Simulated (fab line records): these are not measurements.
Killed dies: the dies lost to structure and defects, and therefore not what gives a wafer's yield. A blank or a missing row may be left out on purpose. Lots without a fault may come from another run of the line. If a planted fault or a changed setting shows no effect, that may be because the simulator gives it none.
Chamber matching :: flow berkeley_cmos170 :: 4 sister chambers for UCB170_V1_CMP_02 on cmp-02
The step polishes SiO2. 16 wafers are shown with their chamber, then 8 later ones without.

EACH WAFER AND ITS CHAMBER
wafer: L906.2
chamber: 1
motor_current_A (A): 14.2
platen_rpm (rpm): 60.07
head_pressure_psi (psi): 6.010

wafer: L906.3
chamber: 0
motor_current_A (A): 18.1
platen_rpm (rpm): 60.04
head_pressure_psi (psi): 5.995

wafer: L906.5
chamber: 3
motor_current_A (A): 15.7
platen_rpm (rpm): 59.99
head_pressure_psi (psi): 5.989

wafer: L909.1
chamber: 3
motor_current_A (A): 14.6
platen_rpm (rpm): 60.05
head_pressure_psi (psi): 5.993

wafer: L909.2
chamber: 0
motor_current_A (A): 17.8
platen_rpm (rpm): 60.01
head_pressure_psi (psi): 6.015

wafer: L909.5
chamber: 2
motor_current_A (A): 18.1
platen_rpm (rpm): 60.03
head_pressure_psi (psi): 5.995

wafer: L907.1
chamber: 2
motor_current_A (A): 18.6
platen_rpm (rpm): 59.99
head_pressure_psi (psi): 5.988

wafer: L907.2
chamber: 0
motor_current_A (A): 17.3
platen_rpm (rpm): 59.98
head_pressure_psi (psi): 6.022

wafer: L907.6
chamber: 3
motor_current_A (A): 16.1
platen_rpm (rpm): 59.98
head_pressure_psi (psi): 5.995

wafer: L908.2
chamber: 3
motor_current_A (A): 15.6
platen_rpm (rpm): 59.96
head_pressure_psi (psi): 6.045

wafer: L908.4
chamber: 2
motor_current_A (A): 19.0
platen_rpm (rpm): 60.00
head_pressure_psi (psi): 6.007

wafer: L908.5
chamber: 1
motor_current_A (A): 13.5
platen_rpm (rpm): 60.00
head_pressure_psi (psi): 5.993

wafer: L910.3
chamber: 3
motor_current_A (A): 15.3
platen_rpm (rpm): 59.98
head_pressure_psi (psi): 6.009

wafer: L910.5
chamber: 0
motor_current_A (A): 16.9
platen_rpm (rpm): 60.03
head_pressure_psi (psi): 6.018

wafer: L910.6
chamber: 1
motor_current_A (A): 13.4
platen_rpm (rpm): 60.09
head_pressure_psi (psi): 6.010

wafer: L918.1
chamber: 2
motor_current_A (A): 18.7
platen_rpm (rpm): 59.99
head_pressure_psi (psi): 5.998

SIGNATURES (averages over the wafers above)
reading: motor_current_A
chamber 0: 17.525
chamber 1: 13.700
chamber 2: 18.600
chamber 3: 15.460
scatter within a chamber: 0.492

reading: platen_rpm
chamber 0: 60.0150
chamber 1: 60.0533
chamber 2: 60.0025
chamber 3: 59.9920
scatter within a chamber: 0.032

reading: head_pressure_psi
chamber 0: 6.01250
chamber 1: 6.00433
chamber 2: 5.99700
chamber 3: 6.00620
scatter within a chamber: 0.0156
Rule: for each reading, subtract the chamber's mean from the wafer's reading, divide by that reading's scatter and square the result; add these up over the readings and take the root, which gives the wafer's distance from the chamber. If the next closest chamber is less than 2 further off than the closest, the wafer can't be placed; otherwise it belongs to the closest. How the scatter is found: for the shown wafers, subtract from each reading the mean of its chamber, square and add these, divide the total by (wafers less chambers), then take the root.

WAFERS MISSING THEIR CHAMBER
wafer: L918.4
motor_current_A (A): 16.7
platen_rpm (rpm): 59.97
head_pressure_psi (psi): 6.011

wafer: L918.6
motor_current_A (A): 18.1
platen_rpm (rpm): 60.04
head_pressure_psi (psi): 6.003

wafer: L914.2
motor_current_A (A): 15.7
platen_rpm (rpm): 60.03
head_pressure_psi (psi): 6.004

wafer: L914.5
motor_current_A (A): 15.2
platen_rpm (rpm): 60.03
head_pressure_psi (psi): 5.988

wafer: L914.6
motor_current_A (A): 18.2
platen_rpm (rpm): 60.01
head_pressure_psi (psi): 5.968

wafer: L915.2
motor_current_A (A): 16.7
platen_rpm (rpm): 60.05
head_pressure_psi (psi): 5.991

wafer: L915.3
motor_current_A (A): 14.0
platen_rpm (rpm): 59.99
head_pressure_psi (psi): 6.001

wafer: L915.4
motor_current_A (A): 15.0
platen_rpm (rpm): 59.98
head_pressure_psi (psi): 6.020

WHICH CHAMBER EACH WENT THROUGH
wafer: L918.4
from the rows above: can't be placed: 0 or 3 or 2
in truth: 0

wafer: L918.6
from the rows above: can't be placed: 0 or 2
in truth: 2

wafer: L914.2
from the rows above: 3
in truth: 3

wafer: L914.5
from the rows above: can't be placed: 3 or 1
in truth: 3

wafer: L914.6
from the rows above: can't be placed: 2 or 0
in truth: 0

wafer: L915.2
from the rows above: can't be placed: 0 or 3 or 2
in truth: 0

wafer: L915.3
from the rows above: can't be placed: 1 or 3
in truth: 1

wafer: L915.4
from the rows above: 3
in truth: 3
Correct placement for 2 of the 8. These rows do not allow placing 6 (true chamber among the candidates in 6). 0 placed wrongly.
